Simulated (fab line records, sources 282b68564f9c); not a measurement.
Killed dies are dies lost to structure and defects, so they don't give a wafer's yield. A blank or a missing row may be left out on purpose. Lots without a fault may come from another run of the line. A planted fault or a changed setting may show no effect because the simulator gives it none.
fab line records | flow rit_cmos
record lots=5 wafers=15 last_day=7
route steps=202 shown SDANNEAL@156 PSD@157 NSD@158 PLDD@159 NLDD@160 SILICIDE@161 CONTACT@168 M1@184
lots that met no fault: from a run of the same line without faults
start_h: hours from the record's first day to the start of the lot's first wafer shown | wait_h: hours since the lot's step before | " the same as in the row above | L1.1+2: a row that stands for several wafers | - no value, or no start given | * or withheld: withheld | < > ~ a bound
route shown NAME@n: a module of which the file shows steps, and the number in the route of the first | usual: mean/standard deviation of fault-free wafers | same: alike in all rows | chamber/n: place in a boat | sites: the reading at each site | _std_site: their standard deviation | _edge_site: outer sites' mean less inner sites' | radius_mm: how far each site lies from the wafer's centre | mask NAME#n: copy n | behind: the tool/chamber that last shaped the wafer | hold: why the lot was held/for how many hours/how that ended | device: the transistor (n, p or np) that didn't switch | end of line: the same wafers' tests at the end of the route | a step without rows: its recipe alone | killed: dies lost to structure and defects at the first sort, not the wafer's yield | map: a wafer's dies, x killed, . not, _ none there
set.NAME: the setting as run; set.NAME@STEP: as run at that earlier step | model.NAME: the simulator's own value behind a step, which no gauge read
lots at some steps of the route; a table a step, a row a wafer
services: from which hour (start_h, from the record's first day; less than 0 if before it) a tool's chamber was out of use, for how many hours, and why
## steps
# step RIT_SDANNEAL_RTA_03
# recipe temp_c=1050 time_s=5 idle_temp_c=600 ramp_up_c_per_s=342 ramp_down_c_per_s=171 cool_to_c=600 ambient=N2
# usual wafer_temp_C_max=1053.5/1.1
# columns lot.wafer tool chamber start_h wait_h wafer_temp_C_max
L324.1 rtp_anneal-01 0 55.17 0.0 1053.5
L324.2 " 0 " " 1053.9
L324.4 " 0 " " 1052.5
L334.2 rtp_anneal-01 0 104.18 0.0 1052.7
L334.3 " 0 " " 1052.7
L334.4 " 0 " " 1052.6
L337.2 rtp_anneal-02 0 119.33 0.0 1052.0
L337.3 " 0 " " 1055.5
L337.5 " 0 " " 1053.8
L344.2 rtp_anneal-01 0 154.97 0.0 1053.6
L344.4 " 0 " " 1052.5
L344.5 " 0 " " 1052.1
L345.2 rtp_anneal-02 0 161.36 0.0 1053.6
L345.3 " 0 " " 1055.7
L345.5 " 0 " " 1053.6
# step RIT_SDANNEAL_RS_MEAS_04
# recipe thk_meas_gauge=four-point-probe
# usual PSD_RS=116.0/0.33
# columns lot.wafer tool chamber start_h wait_h PSD_RS[ohm/sq]
L324.1 film_metro-04 - 55.23 0.0 115.9
L324.2 " - " " 115.6
L324.4 " - " " 116.0
L334.2 film_metro-04 - 104.25 0.1 115.9
L334.3 " - " " 115.9
L334.4 " - " " 115.9
L337.2 film_metro-02 - 119.40 0.1 116.4
L337.3 " - " " 116.5
L337.5 " - " " 116.2
L344.2 film_metro-03 - 155.04 0.1 116.1
L344.4 " - " " 116.1
L344.5 " - " " 115.9
L345.2 film_metro-02 - 161.43 0.1 115.6
L345.3 " - " " 115.8
L345.5 " - " " 116.0
# step RIT_SDANNEAL_RS_MEAS_05
# recipe thk_meas_gauge=four-point-probe
# usual NSD_RS=83.29/0.26
# columns lot.wafer tool chamber start_h wait_h NSD_RS[ohm/sq]
L324.1 film_metro-04 - 55.35 0.1 83.25
L324.2 " - " " 83.34
L324.4 " - " " 83.35
L334.2 film_metro-04 - 104.37 0.1 83.08
L334.3 " - " " 83.16
L334.4 " - " " 83.26
L337.2 film_metro-02 - 119.52 0.1 83.25
L337.3 " - " " 83.08
L337.5 " - " " 83.18
L344.2 film_metro-03 - 155.16 0.1 83.02
L344.4 " - " " 82.74
L344.5 " - " " 82.94
L345.2 film_metro-02 - 161.55 0.1 83.17
L345.3 " - " " 83.44
L345.5 " - " " 83.40
# step RIT_SDANNEAL_RS_MEAS_06
# recipe thk_meas_gauge=four-point-probe
# usual PLDD_RS=179.6/0.46
# columns lot.wafer tool chamber start_h wait_h PLDD_RS[ohm/sq]
L324.1 film_metro-04 - 55.47 0.1 179.2
L324.2 " - " " 179.1
L324.4 " - " " 179.2
L334.2 film_metro-04 - 104.49 0.1 179.9
L334.3 " - " " 179.3
L334.4 " - " " 179.5
L337.2 film_metro-02 - 119.64 0.1 179.9
L337.3 " - " " 179.4
L337.5 " - " " 180.0
L344.2 film_metro-03 - 155.28 0.1 179.5
L344.4 " - " " 179.2
L344.5 " - " " 179.4
L345.2 film_metro-02 - 161.67 0.1 178.8
L345.3 " - " " 179.0
L345.5 " - " " 179.2
# step RIT_SDANNEAL_RS_MEAS_07
# recipe thk_meas_gauge=four-point-probe
# usual NLDD_RS=154.6/0.69
# columns lot.wafer tool chamber start_h wait_h NLDD_RS[ohm/sq]
L324.1 film_metro-04 - 55.59 0.1 155.1
L324.2 " - " " 155.2
L324.4 " - " " 155.5
L334.2 film_metro-04 - 104.61 0.1 155.9
L334.3 " - " " 155.6
L334.4 " - " " 155.9
L337.2 film_metro-02 - 119.76 0.1 155.0
L337.3 " - " " 155.1
L337.5 " - " " 154.9
L344.2 film_metro-03 - 155.40 0.1 154.4
L344.4 " - " " 154.6
L344.5 " - " " 154.3
L345.2 film_metro-02 - 161.79 0.1 154.7
L345.3 " - " " 154.2
L345.5 " - " " 154.5
# step RIT_SILICIDE_WET_ETCH_00
# recipe chemistry=BOE target=SiO2 target_depth_nm=14 time_s=15 dry=n2_spin dilution=10:1 temp_c=21.5
# step RIT_SILICIDE_SPUTTER_01
# recipe material=Ti target_thk_nm=30 power_w=350 chamber_pressure_pa=0.667 gas=Ar time_s=240 substrate_temp_c=25
# step RIT_SILICIDE_RS_MEAS_02
# recipe thk_meas_gauge=four-point-probe reads=Ti_of_SILICIDE_SPUTTER_01
# usual SILICIDE_TI_RS=47.9/0.77
# columns lot.wafer tool chamber start_h wait_h SILICIDE_TI_RS[ohm/sq]
L324.1 film_metro-03 - 55.87 0.1 47.0
L324.2 " - " " 47.7
L324.4 " - " " 47.3
L334.2 film_metro-03 - 104.89 0.1 47.4
L334.3 " - " " 47.2
L334.4 " - " " 46.9
L337.2 film_metro-01 - 120.05 0.1 49.0
L337.3 " - " " 48.4
L337.5 " - " " 48.2
L344.2 film_metro-01 - 155.69 0.1 47.1
L344.4 " - " " 47.9
L344.5 " - " " 48.0
L345.2 film_metro-01 - 162.07 0.1 48.5
L345.3 " - " " 46.9
L345.5 " - " " 48.2
# step RIT_SILICIDE_THK_MEAS_03
# recipe thk_meas_gauge=xrf reads=Ti_of_SILICIDE_SPUTTER_01
# usual SILICIDE_TI_THK=30.2/0.44
# columns lot.wafer tool chamber start_h wait_h SILICIDE_TI_THK[nm]
L324.1 film_metro-03 - 55.99 0.1 30.9
L324.2 " - " " 30.5
L324.4 " - " " 30.6
L334.2 film_metro-03 - 105.00 0.1 30.5
L334.3 " - " " 30.7
L334.4 " - " " 30.8
L337.2 film_metro-01 - 120.16 0.1 29.8
L337.3 " - " " 30.1
L337.5 " - " " 30.3
L344.2 film_metro-01 - 155.80 0.1 30.7
L344.4 " - " " 30.1
L344.5 " - " " 30.2
L345.2 film_metro-01 - 162.18 0.1 29.7
L345.3 " - " " 30.6
L345.5 " - " " 30.1
# step RIT_SILICIDE_RTA_04
# recipe temp_c=650 time_s=10 idle_temp_c=25 ramp_up_s=5 ramp_down_s=5 cool_to_c=25 ambient=N2
# usual wafer_temp_C_max=652.7/1.1
# columns lot.wafer tool chamber start_h wait_h wafer_temp_C_max
L324.1 rtp_anneal-02 0 56.05 0.1 654.0
L324.2 " 0 " " 653.3
L324.4 " 0 " " 654.3
L334.2 rtp_anneal-02 0 105.06 0.1 654.2
L334.3 " 0 " " 652.5
L334.4 " 0 " " 653.7
L337.2 rtp_anneal-01 0 120.22 0.1 651.5
L337.3 " 0 " " 652.1
L337.5 " 0 " " 651.5
L344.2 rtp_anneal-02 0 155.86 0.1 653.4
L344.4 " 0 " " 653.4
L344.5 " 0 " " 654.4
L345.2 rtp_anneal-01 0 162.25 0.1 651.5
L345.3 " 0 " " 651.0
L345.5 " 0 " " 652.1
# step RIT_SILICIDE_WET_ETCH_05
# recipe chemistry=SPM target=Ti temp_c=90 time_s=120 dry=n2_spin
# step RIT_SILICIDE_RTA_06
# recipe temp_c=750 time_s=10 idle_temp_c=25 ramp_up_s=5 ramp_down_s=10 cool_to_c=25 ambient=N2
# usual wafer_temp_C_max=753.1/1.2
# columns lot.wafer tool chamber start_h wait_h wafer_temp_C_max
L324.1 rtp_anneal-01 0 56.16 0.0 751.6
L324.2 " 0 " " 752.0
L324.4 " 0 " " 753.2
L334.2 rtp_anneal-01 0 105.17 0.0 752.3
L334.3 " 0 " " 752.1
L334.4 " 0 " " 751.4
L337.2 rtp_anneal-02 0 120.33 0.0 753.3
L337.3 " 0 " " 754.8
L337.5 " 0 " " 753.6
L344.2 rtp_anneal-01 0 155.97 0.0 752.7
L344.4 " 0 " " 751.0
L344.5 " 0 " " 752.1
L345.2 rtp_anneal-02 0 162.36 0.0 754.2
L345.3 " 0 " " 753.8
L345.5 " 0 " " 753.1
# step RIT_CONTACT_CVD_00
# recipe material=SiO2 target_thk_nm=400 precursor=TEOS temp_c=390 time_s=61.82 rf_w=400
# usual heater_power_w=323/60
# columns lot.wafer tool chamber start_h wait_h heater_power_w model.SiO2_of_CONTACT_CVD_00.thk_nm
L324.1 pecvd-04 1 56.23 0.1 301 409.5
L324.2 " 2 " " 307 410.1
L324.4 " 2 " " 331 410.3
L334.2 pecvd-03 0 105.22 0.0 312 417
L334.3 " 2 " " 277 397
L334.4 " 1 " " 298 411.8
L337.2 pecvd-03 2 120.38 0.0 259 421.9
L337.3 " 0 " " 297 415.8
L337.5 " 1 " " 325 412.7
L344.2 pecvd-04 1 156.02 0.0 301 399.5
L344.4 " 1 " " 313 402.2
L344.5 " 0 " " 279 405
L345.2 pecvd-02 1 162.41 0.0 453 401.9
L345.3 " 0 " " 278 402.8
L345.5 " 0 " " 281 404.4
# step RIT_CONTACT_THK_MEAS_01
# recipe reads=SiO2_of_CONTACT_CVD_00
# usual CONTACT_TEOS_THK=406/5.7
# columns lot.wafer tool chamber start_h wait_h CONTACT_TEOS_THK[nm]
L324.1 film_metro-04 - 56.28 0.0 410
L324.2 " - " " 410
L324.4 " - " " 410
L334.2 film_metro-03 - 105.28 0.0 417
L334.3 " - " " 397
L334.4 " - " " 412
L337.2 film_metro-03 - 120.44 0.0 422
L337.3 " - " " 416
L337.5 " - " " 413
L344.2 film_metro-03 - 156.08 0.0 399
L344.4 " - " " 402
L344.5 " - " " 405
L345.2 film_metro-04 - 162.47 0.0 401
L345.3 " - " " 403
L345.5 " - " " 404
# step RIT_CONTACT_HMDS_02
# recipe prime_time_s=60 prime_temp_c=140
# step RIT_CONTACT_COAT_03
# recipe resist=NOVOLAK spin_rpm=3250 resist_thk_nm=1000
# step RIT_CONTACT_SOFTBAKE_04
# recipe resist=NOVOLAK temp_c=90 time_s=60
# step RIT_CONTACT_EXPOSE_05
# recipe mask_id=M11 na=0.6 source_shape=conventional sigma_outer=0.5 target_cd_nm=1000 dose_mj=250
# step RIT_CONTACT_PEB_06
# recipe resist=NOVOLAK temp_c=withheld time_s=withheld
# step RIT_CONTACT_DEVELOP_07
# recipe resist=NOVOLAK develop_time_s=120 dev_temp_c=23
# step RIT_CONTACT_CD_MEAS_08
# recipe target_cd_nm=1000
# usual cd_nm=999.3/2.1
# columns lot.wafer tool chamber start_h wait_h cd_nm
L324.1 cd_sem-02 - 57.31 - 998.1
L324.2 " - " " 1000.4
L324.4 " - " " 1001.6
L334.2 cd_sem-01 - 106.32 - 1000.1
L334.3 " - " " 999.4
L334.4 " - " " 997.7
L337.2 cd_sem-01 - 121.48 - 999.8
L337.3 " - " " 1001.2
L337.5 " - " " 1001.4
L344.2 cd_sem-01 - 157.12 - 1001.2
L344.4 " - " " 999.8
L344.5 " - " " 998.9
L345.2 cd_sem-02 - 163.64 - 998.2
L345.3 " - " " 997.4
L345.5 " - " " 999.6
# step RIT_CONTACT_OVL_MEAS_09
# usual CONTACT_OVL=-0.8/1.2
# columns lot.wafer tool chamber start_h wait_h CONTACT_OVL[nm]
L324.1 overlay-02 - 57.43 0.1 -0.2
L324.2 " - " " -1.4
L324.4 " - " " -0.3
L334.2 overlay-01 - 106.43 0.1 -1.0
L334.3 " - " " -2.1
L334.4 " - " " -3.0
L337.2 overlay-02 - 121.58 0.1 -2.5
L337.3 " - " " -1.3
L337.5 " - " " -1.3
L344.2 overlay-01 - 157.22 0.1 -1.7
L344.4 " - " " -0.3
L344.5 " - " " -0.7
L345.2 overlay-02 - 163.74 0.1 -2.6
L345.3 " - " " -3.3
L345.5 " - " " -1.8
# step RIT_CONTACT_HARDBAKE_10
# recipe resist=NOVOLAK temp_c=140 time_s=60
# step RIT_CONTACT_ETCH_11
# recipe target_depth_a=4800 over_etch_frac=0.2 stop_on=TiSi2 chemistry=CHF3/CF4/Ar target=SiO2 CHF3_flow_sccm=50 cf4_flow_sccm=10 Ar_flow_sccm=100 O2_flow_sccm=5 pressure_mtorr=100 rf_w=200 time_s=320
# usual drypump_motor_current_A=5.7/0.51 oes_product_au=0.989/0.018 rf_fwd_power_W=199.6/0.54 throttle_valve_pct=8.84/0.11
# columns lot.wafer tool chamber start_h wait_h drypump_motor_current_A oes_product_au rf_fwd_power_W rf_hours_counter_h throttle_valve_pct model.etch.depth_nm model.CONTACT.feature_depth_nm
L324.1 rie_diel-03 1 57.61 0.1 5.8 0.984 200.1 3 8.86 409.5 409.5
L324.2 " 2 " " 5.8 1.010 199.7 6 9.08 410.1 410.1
L324.4 " 3 " " 6.2 0.967 200.7 139 8.90 410.3 410.3
L334.2 rie_diel-01 0 106.61 0.1 5.8 1.021 199.3 130 8.82 417 417
L334.3 " 3 " " 4.8 0.951 199.5 36 8.88 397 397
L334.4 " 3 " " 4.7 0.964 199.4 - 8.88 411.8 411.8
L337.2 rie_diel-03 3 121.76 0.1 6.2 0.966 200.2 141 8.90 421.9 421.9
L337.3 " 2 " " 5.7 1.009 199.8 7 9.08 415.8 415.8
L337.5 " 1 " " 5.7 0.992 199.6 - 8.86 412.7 412.7
L344.2 rie_diel-02 1 157.40 0.1 6.0 0.973 199.1 70 8.77 399.5 399.5
L344.4 " 3 " " 5.2 0.973 199.6 4 8.75 402.2 402.2
L344.5 " 3 " " 5.2 0.982 199.5 - 8.77 405 405
L345.2 rie_diel-03 2 163.92 0.1 5.7 1.006 199.9 8 9.07 401.9 401.9
L345.3 " 1 " " 5.8 0.992 199.4 5 8.88 402.8 402.8
L345.5 " 3 " " 6.2 0.961 199.7 - 8.90 404.4 404.4
# step RIT_CONTACT_STRIP_12
# recipe chemistry=O2 time_s=185.1 resist=NOVOLAK platen_temp_c=withheld power_w=500 pressure_mtorr=4000 o2_flow_sccm=4000
# usual drypump_motor_current_A=5.7/0.49
# columns lot.wafer tool chamber start_h wait_h drypump_motor_current_A rf_hours_counter_h
L324.1 plasma_asher-02 0 57.81 0.1 5.1 27
L324.2 " 1 " " 4.9 27
L324.4 " 0 " " 5.1 -
L334.2 plasma_asher-03 1 106.80 0.1 6.0 48
L334.3 " 1 " " 6.0 -
L334.4 " 0 " " 5.8 -
L337.2 plasma_asher-03 1 121.96 0.1 6.1 50
L337.3 " 0 " " 5.8 -
L337.5 " 0 " " 5.8 -
L344.2 plasma_asher-03 0 157.60 0.1 5.8 53
L344.4 " 1 " " 6.1 -
L344.5 " 1 " " 6.0 -
L345.2 plasma_asher-04 0 164.12 0.1 5.9 50
L345.3 " 0 " " 5.9 -
L345.5 " 1 " " 6.4 -
# step RIT_CONTACT_CD_MEAS_90
# recipe target_cd_nm=1000
# usual cd_nm=999.2/2.2
# columns lot.wafer tool chamber start_h wait_h cd_nm
L324.1 cd_sem-01 - 57.98 0.1 998.0
L324.2 " - " " 1000.3
L324.4 " - " " 1001.3
L334.2 cd_sem-01 - 107.00 0.1 1000.9
L334.3 " - " " 999.7
L334.4 " - " " 997.6
L337.2 cd_sem-01 - 122.15 0.1 1000.5
L337.3 " - " " 1001.0
L337.5 " - " " 1001.8
L344.2 cd_sem-02 - 157.79 0.1 1000.6
L344.4 " - " " 999.2
L344.5 " - " " 998.6
L345.2 cd_sem-01 - 164.31 0.1 997.3
L345.3 " - " " 996.9
L345.5 " - " " 999.2
# step RIT_CONTACT_CLEAN_13
# recipe chemistry=SC1 mix=3:3:50 time_s=600 temp_c=75
# step RIT_CONTACT_CLEAN_14
# recipe chemistry=SC2 mix=3:3:50 time_s=600 temp_c=75 dry=n2_spin
# step RIT_M1_SPUTTER_00
# recipe material=Al target_thk_nm=400 power_w=2000 chamber_pressure_pa=0.4 gas=Ar time_s=500 substrate_temp_c=25
# usual substrate_temp_c=24.98/0.11 throttle_valve_pct=29.4/1.1
# columns lot.wafer tool chamber start_h wait_h substrate_temp_c throttle_valve_pct
L324.1 pvd_sputter-02 - 58.47 0.0 24.93 29.1
L324.2 " - " " 25.00 31.4
L324.4 " - " " 24.87 29.2
L334.2 pvd_sputter-02 - 107.48 0.0 25.07 29.2
L334.3 " - " " 25.02 30.1
L334.4 " - " " 24.90 31.7
L337.2 pvd_sputter-02 - 122.60 0.0 24.85 29.5
L337.3 " - " " 25.04 30.0
L337.5 " - " " 24.71 29.5
L344.2 pvd_sputter-02 - 158.26 0.0 25.30 30.3
L344.4 " - " " 24.95 29.3
L344.5 " - " " 25.10 30.1
L345.2 pvd_sputter-04 - 164.97 0.0 25.15 30.2
L345.3 " - " " 25.10 27.8
L345.5 " - " " 24.95 28.7
# step RIT_M1_RS_MEAS_01
# recipe thk_meas_gauge=four-point-probe reads=Al_of_M1_SPUTTER_00
# usual M1_AL_RS=0.0735/0.0011
# columns lot.wafer tool chamber start_h wait_h M1_AL_RS[ohm/sq]
L324.1 film_metro-03 - 58.76 0.1 0.0732
L324.2 " - " " 0.0744
L324.4 " - " " 0.0735
L334.2 film_metro-02 - 107.79 0.2 0.0746
L334.3 " - " " 0.0742
L334.4 " - " " 0.0754
L337.2 film_metro-02 - 122.92 0.2 0.0742
L337.3 " - " " 0.0726
L337.5 " - " " 0.0729
L344.2 film_metro-03 - 158.57 0.2 0.0746
L344.4 " - " " 0.0750
L344.5 " - " " 0.0741
L345.2 film_metro-03 - 165.28 0.2 0.0724
L345.3 " - " " 0.0723
L345.5 " - " " 0.0716
# step RIT_M1_THK_MEAS_02
# recipe thk_meas_gauge=xrf reads=Al_of_M1_SPUTTER_00
# usual M1_AL_THK=399/6.5
# columns lot.wafer tool chamber start_h wait_h M1_AL_THK[nm]
L324.1 film_metro-03 - 58.88 0.1 405
L324.2 " - " " 396
L324.4 " - " " 403
L334.2 film_metro-02 - 107.90 0.1 392
L334.3 " - " " 394
L334.4 " - " " 387
L337.2 film_metro-02 - 123.03 0.1 394
L337.3 " - " " 403
L337.5 " - " " 400
L344.2 film_metro-03 - 158.68 0.1 395
L344.4 " - " " 395
L344.5 " - " " 396
L345.2 film_metro-03 - 165.39 0.1 406
L345.3 " - " " 406
L345.5 " - " " 411
# step RIT_M1_HMDS_03
# recipe prime_time_s=60 prime_temp_c=140
# step RIT_M1_COAT_04
# recipe resist=NOVOLAK spin_rpm=2000 resist_thk_nm=1322
# step RIT_M1_SOFTBAKE_05
# recipe resist=NOVOLAK temp_c=90 time_s=60
# step RIT_M1_EXPOSE_06
# recipe mask_id=M12 na=0.6 source_shape=conventional sigma_outer=0.5 target_cd_nm=2600 dose_mj=250
# step RIT_M1_PEB_07
# recipe resist=NOVOLAK temp_c=withheld time_s=withheld
# step RIT_M1_DEVELOP_08
# recipe resist=NOVOLAK develop_time_s=68 dev_temp_c=23
# step RIT_M1_CD_MEAS_09
# recipe target_cd_nm=2600
# usual cd_nm=2599.7/2
# columns lot.wafer tool chamber start_h wait_h cd_nm
L324.1 cd_sem-02 - 59.82 - 2599.2
L324.2 " - " " 2600.3
L324.4 " - " " 2599.7
L334.2 cd_sem-02 - 108.98 - 2602.9
L334.3 " - " " 2602.7
L334.4 " - " " 2603.0
L337.2 cd_sem-02 - 124.08 - 2599.0
L337.3 " - " " 2600.5
L337.5 " - " " 2598.9
L344.2 cd_sem-01 - 159.63 - 2600.5
L344.4 " - " " 2599.7
L344.5 " - " " 2598.4
L345.2 cd_sem-02 - 166.34 - 2597.7
L345.3 " - " " 2599.5
L345.5 " - " " 2601.2
# step RIT_M1_OVL_MEAS_10
# usual M1_OVL=1.1/1.7
# columns lot.wafer tool chamber start_h wait_h M1_OVL[nm]
L324.1 overlay-02 - 59.94 0.1 -3.3
L324.2 " - " " -3.7
L324.4 " - " " -2.8
L334.2 overlay-02 - 109.09 0.1 1.6
L334.3 " - " " 2.0
L334.4 " - " " 1.8
L337.2 overlay-01 - 124.19 0.1 3.4
L337.3 " - " " 2.2
L337.5 " - " " 2.6
L344.2 overlay-02 - 159.74 0.1 1.1
L344.4 " - " " 0.6
L344.5 " - " " 1.9
L345.2 overlay-01 - 166.45 0.1 1.9
L345.3 " - " " 0.8
L345.5 " - " " 3.4
# step RIT_M1_HARDBAKE_11
# recipe resist=NOVOLAK temp_c=140 time_s=120
# step RIT_M1_METAL_ETCH_12
# recipe stop_on=SiO2 chemistry=Cl2/BCl3 target=Al time_s=165 over_etch_frac=0.5 pressure_mtorr=100 target_depth_a=6000 rf_w=250 Cl2_flow_sccm=60 bcl3_flow_sccm=50
# usual drypump_motor_current_A=5.76/0.22 mfc_cl2_sccm=59.99/0.19 oes_product_au=0.786/0.014 rf_fwd_power_W=249.2/0.76 throttle_valve_pct=8.23/0.1
# columns lot.wafer tool chamber start_h wait_h drypump_motor_current_A mfc_cl2_sccm oes_product_au rf_fwd_power_W rf_hours_counter_h throttle_valve_pct model.SiO2_of_CONTACT_CVD_00.thk_nm
L324.1 rie_metal-03 1 60.23 0.2 5.83 59.85 0.776 248.1 1 8.31 374.9
L324.2 " 0 " " 5.69 59.87 0.778 247.9 1 8.19 372.6
L324.4 " 0 " " 5.68 60.21 0.791 249.1 - 8.17 372.8
L334.2 rie_metal-01 0 109.37 0.2 5.76 59.90 0.771 249.6 36 8.36 380
L334.3 " 0 " " 5.77 60.16 0.767 249.3 - 8.36 360
L334.4 " 1 " " 6.23 60.00 0.762 250.4 - 8.30 375.9
L337.2 rie_metal-01 0 124.47 0.2 5.76 60.07 0.777 250.4 37 8.36 384.7
L337.3 " 0 " " 5.77 60.05 0.790 249.2 - 8.35 378.9
L337.5 " 1 " " 6.24 59.95 0.779 249.3 - 8.29 376.7
L344.2 rie_metal-01 0 160.02 0.2 5.78 59.85 0.750 249.3 0 8.35 363.2
L344.4 " 1 " " 6.24 59.93 0.760 246.1 - 8.33 366
L344.5 " 0 " " 5.79 59.99 0.752 248.6 - 8.33 368.8
L345.2 rie_metal-02 1 166.78 0.2 5.74 59.83 0.802 248.1 - 8.08 366.1
L345.3 " 1 " " 5.74 59.88 0.804 248.8 - 8.08 367
L345.5 " 1 " " 5.73 59.71 0.813 248.7 - 8.08 368.7
# step RIT_M1_STRIP_13
# recipe chemistry=nmp resist=NOVOLAK temp_c=80 time_s=600 dry=n2_spin
# step RIT_M1_PROBE_99
# usual killed_at_contacts=0.1/0.29 killed_at_front_end=7/3 killed_dies=7/3 killed_open=3.5/2 killed_short=3.4/2
# same gross_dies=264 killed_at_M0_to_M3=0 killed_at_M4_up=0 killed_at_back_side=0 killed_at_other=0
# columns lot.wafer tool chamber start_h wait_h killed_at_contacts killed_at_front_end killed_dies killed_open killed_short
L324.1 prober-02 - 62.48 0.1 0 12 12 4 8
L324.2 prober-02 - 62.53 0.1 0 6 6 2 4
L324.4 prober-02 - 62.63 0.2 0 5 5 2 3
L334.2 prober-02 - 111.67 0.1 0 6 6 2 4
L334.3 prober-02 - 111.72 0.2 0 3 3 3 0
L334.4 prober-02 - 111.77 0.2 0 2 2 2 0
L337.2 prober-01 - 126.77 0.1 0 5 5 3 2
L337.3 prober-01 - 126.82 0.2 0 15 15 10 5
L337.5 prober-01 - 126.92 0.2 1 10 11 7 4
L344.2 prober-02 - 163.47 0.1 0 8 8 5 3
L344.4 prober-02 - 163.57 0.2 0 5 5 3 2
L344.5 prober-02 - 163.62 0.2 0 1 1 0 1
L345.2 prober-01 - 169.19 0.1 0 6 6 4 2
L345.3 prober-01 - 169.24 0.2 0 8 8 2 6
L345.5 prober-01 - 169.34 0.2 0 3 3 0 3
# killed by level:class
L324.1 REOX:geometric_particle:short=3 GATE:geometric_particle:open=2 SILICIDE:geometric_particle:short=2 FOX1:geometric_particle:short=1 FOX1:geometric_particle:open=1 FOX2:geometric_particle:open=1 FOX2:geometric_particle:short=1 GATE:geometric_particle:short=1
L324.2 FOX1:geometric_particle:short=1 GATE:geometric_particle:short=1 GATE:geometric_particle:open=1 REOX:geometric_particle:short=1 SPACER:geometric_particle:short=1 SILICIDE:geometric_particle:open=1
L324.4 FOX1:geometric_particle:short=1 FOX1:geometric_particle:open=1 GATE:geometric_particle:short=1 REOX:geometric_particle:short=1 SILICIDE:geometric_particle:open=1
L334.2 FOX1:geometric_particle:open=2 FOX1:geometric_particle:short=2 GATE:geometric_particle:short=1 SPACER:geometric_particle:short=1
L334.3 SPACER:geometric_particle:open=2 GATE:geometric_particle:open=1
L334.4 GATE:geometric_particle:open=2
L337.2 GATE:geometric_particle:open=2 REOX:geometric_particle:short=1 SILICIDE:geometric_particle:short=1 SILICIDE:geometric_particle:open=1
L337.3 GATE:geometric_particle:open=4 FOX1:geometric_particle:open=2 SPACER:geometric_particle:open=2 FOX1:geometric_particle:short=1 FOX2:geometric_particle:short=1 GATE:geometric_particle:short=1 REOX:geometric_particle:short=1 REOX:geometric_particle:open=1
L337.5 FOX1:geometric_particle:open=3 GATE:geometric_particle:open=2 GATE:geometric_particle:short=2 SILICIDE:geometric_particle:open=2 REOX:geometric_particle:short=1 CONTACT:geometric_particle:short=1
L344.2 FOX1:geometric_particle:open=2 GATE:geometric_particle:open=2 GATE:geometric_particle:short=1 SPACER:geometric_particle:open=1 SILICIDE:geometric_particle:short=1 STARTING-WAFER:geometric_particle:short=1
L344.4 FOX1:geometric_particle:open=1 GATE:geometric_particle:open=1 REOX:geometric_particle:open=1 REOX:geometric_particle:short=1 SPACER:geometric_particle:short=1
L344.5 REOX:geometric_particle:short=1
L345.2 SILICIDE:geometric_particle:open=2 FOX1:geometric_particle:open=1 FOX1:geometric_particle:short=1 GATE:geometric_particle:short=1 GATE:geometric_particle:open=1
L345.3 SPACER:geometric_particle:short=3 SILICIDE:geometric_particle:short=2 SILICIDE:geometric_particle:open=2 GATE:geometric_particle:short=1
L345.5 SILICIDE:geometric_particle:short=2 GATE:geometric_particle:short=1
## services
# columns tool chamber start_h hours kind
rie_diel-02 - 37.46 14.6 pm
rie_diel-01 - 42.55 0.4 repair
rie_diel-02 2 52.72 4.6 repair
pvd_sputter-04 - 53.40 2.1 repair
rie_diel-01 3 63.31 4.3 repair
rie_diel-02 2 75.81 2.2 repair
rie_diel-01 - 89.55 1.4 repair
pvd_sputter-02 - 90.81 4.8 repair
pecvd-02 - 95.60 1.4 repair
rie_diel-01 1 97.98 8.9 repair
plasma_asher-02 - 106.27 1.4 repair
rie_diel-02 - 108.23 2.8 pm
pecvd-02 - 110.44 5.5 pm
pvd_sputter-02 - 118.16 1.0 repair
rie_diel-02 - 121.50 1.7 repair
rie_metal-01 - 136.12 20.0 pm
rie_metal-01 0 136.12 20.0 vent_cycle
rie_metal-01 1 136.12 20.0 vent_cycle
rie_metal-02 0 139.27 33.5 repair
rie_diel-03 0 139.60 17.5 repair
pecvd-02 - 145.86 6.0 pm
rie_metal-03 1 153.31 16.4 repair
rie_metal-01 0 156.12 - clean
rie_metal-01 1 156.12 - clean
## key
first_sign none at tools or gauges
model_effect step=RIT_CONTACT_CVD_00 value=SiO2_of_CONTACT_CVD_00.thk_nm without=404.8 struck=421.9
model_effect step=RIT_CONTACT_ETCH_11 value=etch.depth_nm without=404.8 struck=421.9
model_effect step=RIT_M1_METAL_ETCH_12 value=SiO2_of_CONTACT_CVD_00.thk_nm without=367.6 struck=384.7
met_at RIT_CONTACT_CVD_00
struck_wafers L337.2
tester_left_out L337
onset_between 105.22 120.38
fault kind=process_parameter_drift tool=pecvd-03 chamber=2 onset_h=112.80 steps=RIT_CONTACT_CVD_00 channel=target_thk_nm offset=17.045 shape=step end_h=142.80 stated=400
# tester_left_out: of these lots the tester's yield and bins aren't shown, on N5 and GAA mostly nor the transistor test; their killed dies are dies lost to structure and defects alone, not to doping, threshold or leakage, so they don't give the yield
